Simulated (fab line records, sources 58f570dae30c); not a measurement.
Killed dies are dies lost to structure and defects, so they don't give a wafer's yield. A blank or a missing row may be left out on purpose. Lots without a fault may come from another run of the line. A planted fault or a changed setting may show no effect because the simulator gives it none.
Problem report in the 8D (eight disciplines) form, filled by code | flow berkeley_cmos170 | the parts of the form that need people (team, actions taken, sign-off) are left out

1. THE PROBLEM
heater_power_total_W at UCB170_M3_SOFTBAKE_06 reads a mean of 62.49 W on 6 wafers of 2 lots; wafers without a fault read 56.80 W with a standard deviation of 0.039. That is +99 or more standard deviations from the usual mean.
The step: time 60 s.
First seen on wafer L978.3, day 10 07:20, on litho_track-02. The record holds 42 wafers of 14 lots with a number at this step. Rule for "out", or "out of limits": more than 4 standard deviations from the usual mean. The other wafers with a number count as sound.

2. WHAT IT IS AND WHAT IT IS NOT
question                    | is                                 | is not
which readings at this step | heater_power_total_W, run_length_s | -
which lots                  | L978, L982                         | L968, L970, L971, L972, L973, L974, L976, L979, L987, L988, L989, L991
which wafers of those lots  | all that have a number             | -
read on which tools         | litho_track-02                     | litho_track-03, litho_track-04
when                        | from day 10 07:20                  | up to then (24 sound wafers); but 12 sound wafers of L987, L988, L989, L991 came after

3. SUSPECTS, AND WHAT RULES EACH OUT
Counting: a tool at a process step up to the reading stays a suspect if it ran every lot that is out and no sound lot after the first of them.
- litho_track-02 at UCB170_M3_SOFTBAKE_06 (time 60 s): kept. It ran every lot that is out, first L978 (day 10 07:20), and no sound lot after that; its last sound lot up to then is L979 (day 9 16:35). Its own readings are out on those wafers: heater_power_total_W, run_length_s.
Left after counting: litho_track-02 at UCB170_M3_SOFTBAKE_06.

4. THE CAUSE (what the simulator had put in)
Process parameter drift: litho_track-02, from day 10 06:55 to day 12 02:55, at UCB170_M3_SOFTBAKE_06. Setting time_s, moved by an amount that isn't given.
Counting left only this tool.

5. THE CHAIN OF EFFECTS, in route order
Each row: a reading whose mean over the struck wafers that have a number lies more than 3 standard deviations from the usual. Only readings for which the record gives a usual standard deviation are gone through. hours: the time from each lot's start at the first step in this table that gives one to its start at this step, as a median over the lots. sigmas: the change in usual standard deviations.
hours | step                  | reading              | usual   | on struck wafers | change | sigmas
0     | UCB170_M3_SOFTBAKE_06 | heater_power_total_W | 56.80 W | 62.49            | +5.69  | +99 or more
0     | UCB170_M3_SOFTBAKE_06 | run_length_s         | 89.13 s | 72.38            | -16.75 | -64
The process steps in it:
- UCB170_M3_SOFTBAKE_06: time 60 s.
Later measuring or inspecting steps at which every struck wafer that the step has a row for has a number for every such reading, and none has moved that far: UCB170_M3_OVL_MEAS_16.

6. WHAT WOULD HAVE CAUGHT IT SOONER
In this record the first reading out of limits was taken at day 10 07:20, 0 hours after the fault began at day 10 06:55.
